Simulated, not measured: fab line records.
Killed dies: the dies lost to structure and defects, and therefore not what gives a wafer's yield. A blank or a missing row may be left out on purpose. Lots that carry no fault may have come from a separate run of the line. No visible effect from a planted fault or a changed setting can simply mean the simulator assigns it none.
One fault through the eyes of 2 desks    flow berkeley_cmos170    what lay behind the numbers comes last; until then each desk has only its own

## METROLOGY DESK
What the gauges read for every lot (on any tool): the sampled wafers with a number, averaged. The brackets show how far a lot's mean lies from the usual mean; more than 4 standard deviations puts the lot out of limits, marked OUT.
Columns: A = PFIELD_TW at UCB170_PFIELD_TW_MEAS_09, usual 601; B = cd_nm at UCB170_CONTACT_CD_MEAS_15, usual 700.1 nm; C = cd_nm at UCB170_CONTACT_CD_MEAS_90, usual 700.0 nm; D = cd_nm at UCB170_V1_CD_MEAS_12, usual 699.8 nm
lot   first seen here  A              B      C      D
L282  day 4 13:10      609            699.5  699.3  701.6
L283  day 5 08:41      596            700.3  700.4  700.5
L284  day 5 14:34      594            698.9  699.1  699.9
L288  day 6 12:40      596            698.9  699.0  701.2
L290  day 6 19:46      599            698.3  697.5  701.2
L291  day 6 19:49      596            702.1  702.5  698.3
L294  day 7 12:04      612            701.4  702.3  699.5
L293  day 7 12:19      601            698.4  698.3  698.4
L295  day 8 01:01      691 (+13) OUT  699.3  699.7  700.4
L296  day 8 01:11      591            700.4  700.1  701.6
L297  day 8 02:36      709 (+15) OUT  700.8  701.8  698.7
L298  day 8 02:53      592            699.8  699.6  698.6
L303  day 9 07:33      609            700.7  700.5  699.6
L305  day 9 15:31      609            699.6  699.8  701.5
This desk reports L295, L297 out of limits; the earliest was L295 at day 8 01:01 (PFIELD_TW at UCB170_PFIELD_TW_MEAS_09). In limits: L282, L283, L284, L288, L290, L291, L294, L293, L296, L298, L303, L305.

## DESK OF THE TOOL OWNER: implanter-04
For each lot that ran on this tool, the mean over its sampled wafers that have a number, from the tool's own readings at UCB170_PFIELD_IMPLANT_07. The brackets show how far a lot's mean lies from the usual mean; more than 4 standard deviations puts the lot out of limits, marked OUT.
Columns: A = beam_energy_keV at UCB170_PFIELD_IMPLANT_07, usual 80.002; B = dose_ions_cm2 at UCB170_PFIELD_IMPLANT_07, usual 2.0008e+13; C = faraday_current_uA at UCB170_PFIELD_IMPLANT_07, usual 63.4
lot   first seen here  A       B                             C
L288  day 6 12:23      79.963  2.0006e+13                    64.7
L291  day 6 19:34      79.997  2.0019e+13                    63.6
L294  day 7 11:49      80.036  2.0006e+13                    63.4
L295  day 8 00:46      79.984  3.2529e+13 (+99 or more) OUT  103.6 (+29) OUT
L297  day 8 02:22      80.013  3.2513e+13 (+99 or more) OUT  102.3 (+28) OUT
Finding of this desk: L295, L297 out of limits; the first was L295 at day 8 00:46, on dose_ions_cm2 at UCB170_PFIELD_IMPLANT_07. In limits: L288, L291, L294.

## PUT TOGETHER
The tool owner's desk could have raised an alarm at day 8 00:46, on L295, L297.
On L295, L297, the metrology desk was in a position to raise an alarm at day 8 01:01.
Every lot named ran UCB170_PFIELD_IMPLANT_07 on implanter-04.

## WHAT WAS PUT IN BY THE SIMULATOR
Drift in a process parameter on implanter-04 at UCB170_PFIELD_IMPLANT_07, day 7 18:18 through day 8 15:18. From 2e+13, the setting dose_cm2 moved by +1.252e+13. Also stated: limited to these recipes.
Struck lots among those shown: L295, L297.
Hours from the fault's start to each desk's first reading out of limits: the tool owner's desk, 6; the metrology desk, 7.
